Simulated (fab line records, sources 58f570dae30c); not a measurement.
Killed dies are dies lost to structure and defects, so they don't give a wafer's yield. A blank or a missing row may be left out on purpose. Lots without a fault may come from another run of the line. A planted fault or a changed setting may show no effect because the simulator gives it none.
Which tool did it? | flow berkeley_cmos170 | 14 lots, 42 wafers sampled, at 3 steps of a route of 331

WHAT THE GAUGES READ, wafer by wafer
UCB170_NWELL_THK_MEAS_05.
lot  | measured    | on            | NWELL_NITRIDE_THK (nm)
L273 | day 2 08:20 | film_metro-01 | 223.1 223.3 222.7
L276 | day 2 21:46 | film_metro-01 | 228.6 224.8 226.8
L277 | day 3 06:18 | film_metro-01 | 222.8 221.6 221.6
L279 | day 3 18:14 | film_metro-01 | 225.0 226.2 225.1
L280 | day 3 18:17 | film_metro-01 | 224.7 226.7 227.3
L281 | day 4 02:37 | film_metro-01 | 223.6 222.8 223.0
L282 | day 4 02:37 | film_metro-04 | 223.2 224.2 224.5
L283 | day 4 12:45 | film_metro-04 | 224.2 224.1 224.2
L284 | day 4 19:25 | film_metro-01 | 224.5 226.0 224.2
L285 | day 5 07:00 | film_metro-01 | 226.0 226.1 225.0
L288 | day 5 12:50 | film_metro-03 | 223.9 225.3 224.8
L290 | day 5 20:52 | film_metro-03 | 180.1 181.7 181.0 180.1 181.6 181.1
L291 | day 6 00:48 | film_metro-01 | 221.8 219.2 218.4
L293 | day 6 08:49 | film_metro-03 | 176.9 177.7 178.9 176.8 177.8 179.0

WHICH TOOL RAN EACH LOT (tool, then ch and the chambers of the sampled wafers, then the start)
lot  | UCB170_ZERO_STRIP_07                | UCB170_NWELL_CVD_04
L273 | plasma_asher-04 ch 0,1, day 1 21:29 | lpcvd-02 ch 1, day 2 06:24
L276 | plasma_asher-01 ch 0,1, day 2 11:32 | lpcvd-01 ch 1, day 2 19:49
L277 | plasma_asher-01 ch 0,1, day 2 17:26 | lpcvd-02 ch 1, day 3 04:20
L279 | plasma_asher-03 ch 0, day 3 04:04   | lpcvd-02 ch 0, day 3 16:16
L280 | plasma_asher-03 ch 0,1, day 3 11:44 | lpcvd-02 ch 1, day 3 16:16
L281 | plasma_asher-04 ch 0,1, day 3 15:28 | lpcvd-02 ch 1, day 4 00:41
L282 | plasma_asher-03 ch 0,1, day 3 16:01 | lpcvd-02 ch 0, day 4 00:41
L283 | plasma_asher-03 ch 1, day 3 19:39   | lpcvd-01 ch 1, day 4 10:49
L284 | plasma_asher-04 ch 0,1, day 4 03:49 | lpcvd-01 ch 0, day 4 17:29
L285 | plasma_asher-01 ch 0,1, day 4 12:55 | lpcvd-01 ch 1, day 5 05:04
L288 | plasma_asher-04 ch 0,1, day 5 03:24 | lpcvd-01 ch 0, day 5 10:54
L290 | plasma_asher-04 ch 0,1, day 5 10:31 | lpcvd-01 ch 1, day 5 18:55
L291 | plasma_asher-01 ch 0,1, day 5 15:46 | lpcvd-02 ch 0, day 5 22:50
L293 | plasma_asher-04 ch 0,1, day 5 22:18 | lpcvd-01 ch 0, day 6 06:53
- UCB170_ZERO_STRIP_07: strips in O2.
- UCB170_NWELL_CVD_04: deposits Si3N4 from SiH2Cl2/NH3, target thk 224 nm, time 3360 s.

WHAT THE TOOLS THEMSELVES READ (means of the sampled wafers that have a number; where no wafer has one, the mark that the record gives instead)
UCB170_ZERO_STRIP_07.
lot  | tool            | drypump_motor_current_A (A) | oes_product_au (a.u.) | strip_time_to_endpoint_s (s)
L273 | plasma_asher-04 | 5.5                         | 0.726                 | 21.52
L276 | plasma_asher-01 | 5.7                         | 0.725                 | 21.48
L277 | plasma_asher-01 | 5.7                         | 0.737                 | 21.48
L279 | plasma_asher-03 | 5.1                         | 0.726                 | 21.50
L280 | plasma_asher-03 | 5.3                         | 0.725                 | 21.55
L281 | plasma_asher-04 | 5.7                         | 0.726                 | 21.39
L282 | plasma_asher-03 | 5.4                         | 0.725                 | 21.51
L283 | plasma_asher-03 | 5.8                         | 0.728                 | 21.48
L284 | plasma_asher-04 | 5.8                         | 0.730                 | 21.44
L285 | plasma_asher-01 | 5.7                         | 0.727                 | 21.33
L288 | plasma_asher-04 | 5.5                         | 0.728                 | 21.51
L290 | plasma_asher-04 | 5.8                         | 0.730                 | 21.60
L291 | plasma_asher-01 | 5.4                         | 0.726                 | 21.64
L293 | plasma_asher-04 | 5.5                         | 0.732                 | 21.47

UCB170_NWELL_CVD_04.
lot  | tool     | zone_power_source_pct (%)
L273 | lpcvd-02 | 20.8
L276 | lpcvd-01 | 18.8
L277 | lpcvd-02 | 20.8
L279 | lpcvd-02 | 20.4
L280 | lpcvd-02 | 20.6
L281 | lpcvd-02 | 20.7
L282 | lpcvd-02 | 20.5
L283 | lpcvd-01 | 18.8
L284 | lpcvd-01 | 19.7
L285 | lpcvd-01 | 18.9
L288 | lpcvd-01 | 19.6
L290 | lpcvd-01 | 19.1
L291 | lpcvd-02 | 20.4
L293 | lpcvd-01 | 19.6

THE ANSWER, worked out from the rows above alone
Rule: what is usual is taken from the lots themselves. Put in order of their means at a reading, lots are off if they are a third of the lots or fewer, leave a main group of 4 or more, and stand apart from it by a gap of 3 or more times the standard deviation of the main group's means; of several such gaps the widest counts. A main group whose means are all the same, to the digits that the tables above print for the reading, isn't used. A lot without any number at a reading at which 4 lots or more have one is off too. The other lots that the step has rows for count as sound. The gauges are gone through in route order, then the tools' own readings, and for those a lot's mean is taken as printed above. The first step at which some lot is off is used, and at that step the reading that is off furthest; a lot without a number counts as furthest.
Off: L290, L293, at UCB170_NWELL_THK_MEAS_05 (NWELL_NITRIDE_THK). The main group: mean 224.1 nm, standard deviation 1.9.
A tool fits if, at a process step before that reading, it ran every lot that is off, and no sound lot after the first of them. The gauges at UCB170_NWELL_THK_MEAS_05 are tried like those tools. Can't be told from this: 3 tools fit, plasma_asher-04 at UCB170_ZERO_STRIP_07, lpcvd-01 at UCB170_NWELL_CVD_04, film_metro-03 at UCB170_NWELL_THK_MEAS_05.

WHAT THE SIMULATOR HAD PUT IN
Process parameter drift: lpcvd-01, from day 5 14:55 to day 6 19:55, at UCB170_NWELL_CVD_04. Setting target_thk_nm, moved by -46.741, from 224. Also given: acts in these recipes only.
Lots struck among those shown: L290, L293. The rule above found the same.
